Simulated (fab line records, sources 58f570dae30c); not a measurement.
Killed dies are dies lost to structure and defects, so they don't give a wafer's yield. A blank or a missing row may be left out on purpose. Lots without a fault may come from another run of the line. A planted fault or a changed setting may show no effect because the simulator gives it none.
One fault seen from 2 desks | flow berkeley_cmos170 | each desk has only its own numbers; what lay behind them comes last

THE TOOL OWNER'S DESK: cmp-01
The tool's own readings at UCB170_V1_CMP_02 (polishes SiO2): means of the sampled wafers that have a number, for each lot that ran on this tool. A lot is out of limits, marked OUT, if its mean lies more than 4 standard deviations from the usual mean; the brackets give that distance.
Columns: A = motor_current_A at UCB170_V1_CMP_02, usual 15.5 A
lot  | first seen here | A
L450 | day 8 20:05     | 15.6
L448 | day 8 22:45     | 15.2
L451 | day 9 01:19     | 16.0
L453 | day 9 22:34     | 14.2
L456 | day 9 23:50     | 15.7
L458 | day 10 09:08    | 16.9
L461 | day 11 03:35    | 15.4
L463 | day 11 17:40    | 15.1
This desk's finding: nothing out of limits on any of the 8 lots.

THE METROLOGY DESK
What the gauges read, lot by lot, whatever tool the lot ran on: means of the sampled wafers that have a number. A lot is out of limits, marked OUT, if its mean lies more than 4 standard deviations from the usual mean; the brackets give that distance.
Columns: A = V1_BOW at UCB170_V1_BOW_MEAS_03, usual 18 um; B = V1_POLISHED_THK at UCB170_V1_THK_MEAS_04, usual 1000.1 nm; C = cd_nm at UCB170_V1_CD_MEAS_12, usual 700.1 nm
lot  | first seen here | A  | B                        | C
L450 | day 8 20:19     | 17 | 1000.8                   | 700.9
L447 | day 8 21:39     | 14 | 999.5                    | 700.6
L448 | day 8 22:57     | 26 | 1000.4                   | 700.5
L449 | day 8 22:58     | 19 | 998.6                    | 700.2
L451 | day 9 01:37     | 11 | 998.8                    | 699.6
L454 | day 9 21:29     | 21 | 1000.3                   | 697.9
L453 | day 9 22:53     | 24 | 1001.4                   | 698.6
L455 | day 10 00:08    | 23 | 999.4                    | 699.4
L456 | day 10 00:08    | 22 | 999.8                    | 699.7
L458 | day 10 09:29    | 17 | 1001.2                   | 700.9
L459 | day 11 00:28    | 15 | 1000.3                   | 700.3
L461 | day 11 03:53    | 13 | 1249.8 (+99 or more) OUT | 700.1
L463 | day 11 17:55    | 27 | 1251.7 (+99 or more) OUT | 700.9
L470 | day 13 00:32    | 12 | 1001.3                   | 699.4
This desk's finding: out of limits on L461, L463; first on L461, day 11 04:01 (V1_POLISHED_THK at UCB170_V1_THK_MEAS_04). In limits: L450, L447, L448, L449, L451, L454, L453, L455, L456, L458, L459, L470.

PUT TOGETHER
The metrology desk could have raised an alarm at day 11 04:01, on L461, L463.
The tool owner's desk saw nothing out of limits.
The tool owner's desk has L461, L463 on record, within its limits.
Of the lots named, all ran UCB170_V1_CMP_02 on cmp-01.

WHAT THE SIMULATOR HAD PUT IN
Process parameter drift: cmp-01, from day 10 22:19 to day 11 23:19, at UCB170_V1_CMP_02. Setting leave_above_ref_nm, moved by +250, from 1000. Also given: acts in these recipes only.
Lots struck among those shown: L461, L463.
Hours from the fault's start to each desk's first reading out of limits: the metrology desk, 6.
